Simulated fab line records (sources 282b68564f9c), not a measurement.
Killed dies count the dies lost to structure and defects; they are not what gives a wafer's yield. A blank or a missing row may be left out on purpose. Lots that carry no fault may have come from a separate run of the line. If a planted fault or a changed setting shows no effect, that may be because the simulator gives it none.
A struck lot beside a sound one || flow rit cmos || 15 out of 202 route steps
Sound: the wafers L656.1, L656.4, L656.6. Wafers struck: L654.3, L654.4, L654.6. At the end, the cause is stated.
For every step that has rows: the tool of each side, followed by ch and its chambers, followed by its first start. Under that, the readings that differ: sound wafers || struck wafers || difference of the means || sigmas: that difference in standard deviations of wafers without a fault.
alike: words and numbers the same on both sides, and readings whose means are apart by under 2 such deviations; not compared: readings that were withheld, readings missing a value for some wafer, numbers with overlapping values and no deviation given by the record, and bounds like >300 which may hide the same value.
The two part at a step that has a row with sigmas, a row that says differs or no value, or rows on one side only. When numbers do not overlap yet have no deviation, they are printed without sigmas and do not part them. Lack of a reading on every wafer of one side parts them only where that side has two or more wafers.

RIT_FOX2_THK_MEAS_01:
  sound on film metro-04 at day 6 10:24; struck on film metro-02 at day 6 01:01
  alike: FOX2_OXIDE_THK
then, 2 steps without rows for these wafers: RIT_FOX2_CLEAN_02 (cleans in dHF, time 180 s); RIT_FOX2_WET_ETCH_03 (etches Si3N4 in H3PO4, target depth 195 nm, time 2700 s).
RIT_FOX2_THK_MEAS_90:
  sound on film metro-02 at day 6 11:17; struck on film metro-04 at day 6 01:53
  alike: FIELD_OXIDE_LEFT_1_THK
then, 6 steps without rows for these wafers: RIT_NWELL_HMDS_00 (prime time 60 s); RIT_NWELL_COAT_01 (resist thk 1300 nm); RIT_NWELL_SOFTBAKE_02 (time 57.45 s); RIT_NWELL_EXPOSE_03 (exposes mask M2, target cd 43900 nm); RIT_NWELL_PEB_04; RIT_NWELL_DEVELOP_05 (develop time 68 s).
RIT_NWELL_OVL_MEAS_06:
  sound on overlay-02 at day 6 12:21; struck on overlay-02 at day 6 02:57
  alike: NWELL_OVL
then, 1 step without rows for these wafers: RIT_NWELL_HARDBAKE_07 (time 120 s).
RIT_NWELL_IMPLANT_08:
  sound on implanter-03 ch 0, day 6 12:38; struck on implanter-04 ch 0, day 6 03:16
{"reading": "beam energy keV", "sound": "169.99 169.89 169.97", "struck": "178.20 178.19 178.22", "difference": "+8.25", "sigmas": "+99 or more"}
{"reading": "model.implant.rp nm (nm)", "sound": "213.5 213.5 213.5", "struck": "220 220 220", "difference": "+6", "sigmas": ""}
{"reading": "model.implant.drp nm (nm)", "sound": "68.82 68.82 68.82", "struck": "71.32 71.32 71.32", "difference": "+2.50", "sigmas": ""}
  alike: end station pressure torr, faraday current uA
RIT_NWELL_STRIP_09: strips in O2, time 180 s.
  sound on plasma asher-02 ch 1, day 6 12:47; struck on plasma asher-01 ch 0,1, day 6 03:26
  alike: drypump motor current A, rf refl power W
  not compared: rf hours counter h
RIT_M1_PROBE_99:
  sound on prober-02 at day 8 02:15; struck on prober-02 at day 7 19:09
{"reading": "model.etest.field p metal.vt v (V)", "sound": "-30.21 -30.26 -30.2", "struck": "-30.47 -30.5 -30.63", "difference": -0.31, "sigmas": ""}
{"reading": "model.etest.field p.vt v (V)", "sound": "-12.7 -12.78 -12.77", "struck": "-13.07 -13.17 -13.14", "difference": -0.38, "sigmas": ""}
  alike: killed at contacts, killed at front end, killed dies, killed open, killed short

## WHERE THEY PART
Within this record, at RIT_NWELL_IMPLANT_08 only. Later steps at which nothing parts them and some readings are alike: RIT_NWELL_STRIP_09, RIT_M1_PROBE_99.

WHY: what the simulator had put in
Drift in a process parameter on implanter-04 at RIT_NWELL_IMPLANT_08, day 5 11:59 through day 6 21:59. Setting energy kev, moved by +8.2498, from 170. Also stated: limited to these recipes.
